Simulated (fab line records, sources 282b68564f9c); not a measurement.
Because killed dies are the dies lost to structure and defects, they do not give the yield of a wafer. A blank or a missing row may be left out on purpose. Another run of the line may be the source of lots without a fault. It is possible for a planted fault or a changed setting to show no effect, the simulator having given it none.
Comparing a struck lot with a sound one | flow ritCmos | 28 steps out of a route of 202
Sound: the wafers L952.3, L952.4, L952.5. Wafers L965.2, L965.3, L965.5 were the ones struck. The cause comes at the end.
At each step with rows: each side's tool, then ch and its chambers, then its first start. Under that, the readings that differ: sound wafers | struck wafers | difference of the means | sigmas: that difference in standard deviations of wafers without a fault.
alike: same words and numbers on both sides, and readings whose means sit less than 2 such deviations apart. not compared: any withheld reading, any reading some wafer has no value for, any bound like >300 that may hide the same value, and any number with overlapping values for which the record gives no deviation.
The two part at a step that has a row with sigmas, a row that says differs or no value, or rows on one side only. Numbers that don't overlap but have no deviation are shown without sigmas and don't part them. A reading that every wafer of one side lacks parts them only if that side has two wafers or more.

RIT_ACTIVE_BOW_MEAS_00:
  sound: filmMetro-02 at day 2 06:02; struck: filmMetro-02 at day 4 23:01
  alike: INCOMING_BOW
RIT_ACTIVE_OXIDATION_01: target thk 46.8 nm, ox time 3360 s.
  sound on furnace-01 ch 0, day 2 07:10; struck on furnace-03 ch 0, day 4 23:37
reading                                      | sound               | struck               | difference | sigmas
spikeTcCentreC (C)                           | 1002.6 1001.2 999.5 | 1003.4 1002.7 1003.8 | +2.2       | +2
model.SiO2_of_ACTIVE_OXIDATION_01.thkNm (nm) | 48.3 48.26 47.89    | 52.7 52.18 53.49     | +4.6       | 
  alike: zonePowerLoadPct
RIT_ACTIVE_THK_MEAS_02:
  sound: filmMetro-02 at day 2 09:07; struck: filmMetro-01 at day 5 01:33
reading               | sound          | struck         | difference | sigmas
ACTIVE_OXIDE_THK (nm) | 48.3 48.2 47.9 | 52.6 52.1 53.5 | +4.6       | +5
then, 1 step without rows for these wafers: RIT_ACTIVE_CVD_03 (deposits Si3N4 from SiH2Cl2/NH3, target thk 150 nm, time 1500 s).
RIT_ACTIVE_THK_MEAS_04:
  sound: filmMetro-01 at day 2 10:35; struck: filmMetro-02 at day 5 03:02
  alike: ACTIVE_NITRIDE_THK
then, 6 steps without rows for these wafers: RIT_ACTIVE_HMDS_05 (prime time 60 s); RIT_ACTIVE_COAT_06 (resist thk 1000 nm); RIT_ACTIVE_SOFTBAKE_07 (time 60 s); RIT_ACTIVE_EXPOSE_08 (exposes mask M1, target cd 1400 nm); RIT_ACTIVE_PEB_09; RIT_ACTIVE_DEVELOP_10 (develop time 50 s).
RIT_ACTIVE_CD_MEAS_11: the cd target is 1400 nm.
  sound: cdSem-01 at day 2 11:46; struck: cdSem-02 at day 5 04:05
  alike: cdNm
then, 1 step without rows for these wafers: RIT_ACTIVE_HARDBAKE_12 (time 60 s).
RIT_ACTIVE_ETCH_13: etches Si3N4 in SF6, stops on SiO2, time 210 s, target depth 210 nm.
  sound on rieDiel-03 ch 0,1,2, day 2 11:59; struck on rieDiel-01 ch 0,2, day 5 04:20
  alike: drypumpMotorCurrentA, oesProductAu, throttleValvePct
  not compared: rfHoursCounterH
RIT_ACTIVE_STRIP_14: strips in O2, time 180 s.
  sound on plasmaAsher-04 ch 0,1, day 2 12:11; struck on plasmaAsher-01 ch 0,1, day 5 04:28
  alike: drypumpMotorCurrentA
  not compared: rfHoursCounterH
RIT_ACTIVE_CD_MEAS_90: the cd target is 1400 nm.
  sound: cdSem-01 at day 2 12:26; struck: cdSem-02 at day 5 04:39
  alike: cdNm
then, 4 steps without rows for these wafers: RIT_ACTIVE_CLEAN_15 (cleans in SC1, time 600 s); RIT_ACTIVE_CLEAN_16 (cleans in dHF, time 30 s); RIT_ACTIVE_CLEAN_17 (cleans in SC2, time 600 s); RIT_FOX1_OXIDATION_00 (target thk 350.7 nm, ox time 1130 s).
RIT_FOX1_THK_MEAS_01:
  sound: filmMetro-02 at day 2 17:25; struck: filmMetro-04 at day 5 06:29
  alike: FOX1_OXIDE_THK
then, 2 steps without rows for these wafers: RIT_FOX1_WET_ETCH_02 (etches SiO2 in BOE, target depth 350 nm, time 390 s); RIT_FOX2_OXIDATION_00 (target thk 350.7 nm, ox time 1130 s).
RIT_FOX2_THK_MEAS_01:
  sound: filmMetro-03 at day 2 18:59; struck: filmMetro-04 at day 5 07:59
  alike: FOX2_OXIDE_THK
then, 1 step without rows for these wafers: RIT_FOX2_CLEAN_02 (cleans in dHF, time 180 s).
RIT_FOX2_WET_ETCH_03: etches Si3N4 in H3PO4, target depth 195 nm, time 2700 s.
  sound on wetBench-02 ch 3, day 2 19:05; struck on wetBench-02 ch 1, day 5 08:05
reading                                      | sound             | struck            | difference | sigmas
model.SiO2_of_ACTIVE_OXIDATION_01.thkNm (nm) | 42.97 42.93 42.59 | 46.82 46.36 47.49 | +4.06      | 
RIT_FOX2_THK_MEAS_90:
  sound: filmMetro-01 at day 2 19:52; struck: filmMetro-01 at day 5 08:51
  alike: FIELD_OXIDE_LEFT_1_THK
RIT_M1_PROBE_99:
  sound: prober-01 at day 4 12:13; struck: prober-01 at day 7 00:51
reading                           | sound             | struck            | difference | sigmas
model.etest.pldd.widthNm (nm)     | 3150 3160 3171    | 3129 3125 3133    | -31        | 
model.etest.nldd.widthNm (nm)     | 3168 3166 3183    | 3117 3136 3112    | -51        | 
model.etest.nplusSal.widthNm (nm) | 3445 3436 3456    | 3427 3386 3426    | -33        | 
model.etest.pplusSal.widthNm (nm) | 3424 3452 3446    | 3418 3389 3412    | -34        | 
model.etest.nmosNarrow.driveUaUm  | 229.8 229.4 231.8 | 215.3 213.5 209   | -17.7      | 
model.etest.pmosNarrow.driveUaUm  | 101.8 103.5 106   | 98.47 96.64 94.14 | -7.35      | 
  alike: killedAtContacts, killedAtFrontEnd, killedDies, killedOpen, killedShort

## WHERE THEY PART
Last at RIT_ACTIVE_THK_MEAS_02 as far as this record goes, first at RIT_ACTIVE_OXIDATION_01. Later steps at which nothing parts them and some readings are alike: RIT_ACTIVE_THK_MEAS_04, RIT_ACTIVE_CD_MEAS_11, RIT_ACTIVE_ETCH_13, RIT_ACTIVE_STRIP_14, RIT_ACTIVE_CD_MEAS_90, RIT_FOX1_THK_MEAS_01, RIT_FOX2_THK_MEAS_01, RIT_FOX2_THK_MEAS_90, RIT_M1_PROBE_99.

WHY: the cause the simulator had injected
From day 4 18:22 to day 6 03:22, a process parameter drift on furnace-03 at RIT_ACTIVE_OXIDATION_01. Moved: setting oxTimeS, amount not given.
